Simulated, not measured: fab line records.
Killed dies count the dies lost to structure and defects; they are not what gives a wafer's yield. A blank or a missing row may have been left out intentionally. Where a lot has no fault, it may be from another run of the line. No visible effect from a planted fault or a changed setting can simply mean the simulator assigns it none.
Comparing a struck lot with a sound one :: flow ritCmos :: 14 out of 202 route steps
Sound: wafers L551.2, L551.3, L551.5. Wafers L558.3, L558.4, L558.5 were the ones struck. Last of all comes the cause.
At each step with rows: each side's tool, then ch and its chambers, then its first start. Under that, the readings that differ: sound wafers :: struck wafers :: difference of the means :: sigmas: that difference in standard deviations of wafers without a fault.
alike: a reading whose means differ by less than 2 such deviations, as well as words and numbers matching on both sides. not compared: withheld readings; readings where some wafer has no value; bounds like >300 that might hide an equal value; numbers whose values overlap and for which the record gives no deviation.
A row with sigmas, a row that says differs or no value, or rows on one side alone: a step with any of these is where the two part. Numbers that have no deviation but don't overlap get no sigmas and don't part them. A reading that every wafer of one side lacks parts them only if that side has two wafers or more.

first, 1 step without rows for these wafers: RIT_GATE_CLEAN_04 (cleans in dHF, time 60 s).
RIT_FOX2_THK_MEAS_91:
  sound on filmMetro-01, day 2 13:51; struck on filmMetro-01, day 4 02:46
  alike: FIELD_OXIDE_LEFT_2_THK
then, 2 steps without rows for these wafers: RIT_GATE_OXIDATION_05 (target thk 3 nm, ox time 270 s); RIT_GATE_ANNEAL_06 (time 600 s).
RIT_GATE_THK_MEAS_07:
  sound on filmMetro-01, day 2 17:12; struck on filmMetro-01, day 4 04:18
reading: GATE_OXIDE_THK (nm)
sound: 3.17 3.21 3.16
struck: 3.03 3.05 3.04
difference: -0.14
sigmas: -2
then, 1 step without rows for these wafers: RIT_GATE_CVD_08 (deposits poly-Si from SiH4, target thk 250 nm, time 2220 s).
RIT_GATE_THK_MEAS_09:
  sound on filmMetro-01, day 2 18:53; struck on filmMetro-02, day 4 05:59
  alike: GATE_POLY_THK
then, 2 steps without rows for these wafers: RIT_GATE_HMDS_10 (prime time 60 s); RIT_GATE_COAT_11 (resist thk 850 nm).
RIT_GATE_SOFTBAKE_12: time 61.23 s.
  sound on lithoTrack-04 ch 0, day 2 19:15; struck on lithoTrack-04 ch 0, day 4 06:22
  alike: chillPlateTempC, exhaustPa, plateSensorTCentreC, plateSensorTEdgeC
then, 2 steps without rows for these wafers: RIT_GATE_EXPOSE_13 (exposes mask M6, target cd 150 nm); RIT_GATE_PEB_14.
RIT_GATE_DEVELOP_15: develop time 50 s.
  struck on lithoTrack-03, day 4 06:00; sound on lithoTrack-01 ch 0, day 2 19:00
  no value came back on the struck wafers for chillPlateTempC (C), developTimeS (s), exhaustPa (Pa); on the sound wafers chillPlateTempC (C) reads 22.94 23.07 22.84
RIT_GATE_CD_MEAS_16: target cd 150 nm.
  sound on cdSem-01, day 2 19:55; struck on cdSem-01, day 4 07:02
reading: cdNm (nm)
sound: 148.1 148.0 148.0
struck: - - -
difference: no value on the struck wafers
sigmas: 

WHERE THEY PART
Earliest at RIT_GATE_THK_MEAS_07; latest, in this record, at RIT_GATE_CD_MEAS_16.

WHY: the cause the simulator had injected
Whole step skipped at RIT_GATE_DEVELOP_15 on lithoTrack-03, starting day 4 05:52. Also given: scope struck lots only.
